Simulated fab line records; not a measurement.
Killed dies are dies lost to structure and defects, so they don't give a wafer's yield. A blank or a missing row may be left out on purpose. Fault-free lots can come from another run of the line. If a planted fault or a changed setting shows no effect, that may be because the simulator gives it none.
Struck lot and sound lot, side by side | flow rit cmos | 26 steps out of a route of 202
Sound: wafers L986.1, L986.5, L986.6. Struck: wafers L988.3, L988.4, L988.5. The cause comes at the end.
Each step with rows lists, per side, the tool, then ch with its chambers, then its first start. Under that, the readings that differ: sound wafers | struck wafers | difference of the means | sigmas: that difference in standard deviations of wafers without a fault.
alike: same words and numbers on both sides, and readings whose means sit less than 2 such deviations apart. not compared: any withheld reading, any reading some wafer has no value for, any bound like >300 that may hide the same value, and any number with overlapping values for which the record gives no deviation.
A row with sigmas, a row that says differs or no value, or rows on one side alone: a step with any of these is where the two part. Numbers that don't overlap but have no deviation are shown without sigmas and don't part them. Lack of a reading on every wafer of one side parts them only where that side has two or more wafers.

first, 2 steps without rows for these wafers: RIT_REOX_CLEAN_02 (cleans in SC2, time 600 s); RIT_REOX_OXIDATION_03 (target thk 25.2 nm, ox time 5580 s).
RIT_REOX_THK_MEAS_04:
  sound: film metro-02 at day 5 13:55; struck: film metro-01 at day 6 01:36
  alike: REOX_OXIDE_THK
then, 6 steps without rows for these wafers: RIT_NLDD_HMDS_00 (prime time 60 s); RIT_NLDD_COAT_01 (resist thk 1000 nm); RIT_NLDD_SOFTBAKE_02 (time 60 s); RIT_NLDD_EXPOSE_03 (exposes mask M7, target cd 40700 nm); RIT_NLDD_PEB_04; RIT_NLDD_DEVELOP_05 (develop time 50 s).
RIT_NLDD_OVL_MEAS_06:
  sound: overlay-02 at day 5 14:57; struck: overlay-01 at day 6 02:40
  alike: NLDD_OVL
then, 2 steps without rows for these wafers: RIT_NLDD_HARDBAKE_07 (time 60 s); RIT_NLDD_IMPLANT_08.
RIT_NLDD_STRIP_09: strips in O2, time 180 s.
  sound on plasma asher-04 ch 0,1, day 5 15:17; struck on plasma asher-01 ch 0,1, day 6 03:03
  no value came back on the struck wafers for chamber pressure mTorr (mTorr), drypump motor current A (A); on the sound wafers chamber pressure mTorr (mTorr) reads 4000 3998 3995
  reading                                   | sound | struck            | difference | sigmas
  model.NOVOLAK_of_NLDD_COAT_01.thk nm (nm) | 0 0 0 | 884.3 882.1 883.8 | +883.4     |
  not compared: rf hours counter h
RIT_NLDD_TW_MEAS_10:
  sound: film metro-01 at day 5 15:28; struck: film metro-02 at day 6 03:11
  alike: NLDD_TW
then, 6 steps without rows for these wafers: RIT_PLDD_HMDS_00 (prime time 60 s); RIT_PLDD_COAT_01 (resist thk 1000 nm); RIT_PLDD_SOFTBAKE_02 (time 60 s); RIT_PLDD_EXPOSE_03 (exposes mask M8, target cd 40900 nm); RIT_PLDD_PEB_04; RIT_PLDD_DEVELOP_05 (develop time 50 s).
RIT_PLDD_OVL_MEAS_06:
  sound: overlay-01 at day 5 16:22; struck: overlay-01 at day 6 04:13
  alike: PLDD_OVL
then, 2 steps without rows for these wafers: RIT_PLDD_HARDBAKE_07 (time 60 s); RIT_PLDD_IMPLANT_08.
RIT_PLDD_STRIP_09: strips in O2, time 180 s.
  sound on plasma asher-03 ch 0,1, day 5 16:42; struck on plasma asher-03 ch 0,1, day 6 04:35
  alike: chamber pressure mTorr, drypump motor current A
  not compared: rf hours counter h
RIT_PLDD_TW_MEAS_10:
  sound: film metro-03 at day 5 16:53; struck: film metro-03 at day 6 04:44
  reading | sound          | struck   | difference | sigmas
  PLDD_TW | 2321 2325 2323 | 30 30 30 | -2293      | -92
then, 1 step without rows for these wafers: RIT_SPACER_CLEAN_00 (cleans in SC1, time 600 s).

WHERE THEY PART
Earliest at RIT_NLDD_STRIP_09; latest, in this record, at RIT_PLDD_TW_MEAS_10.

WHY: what had been put in by the simulator
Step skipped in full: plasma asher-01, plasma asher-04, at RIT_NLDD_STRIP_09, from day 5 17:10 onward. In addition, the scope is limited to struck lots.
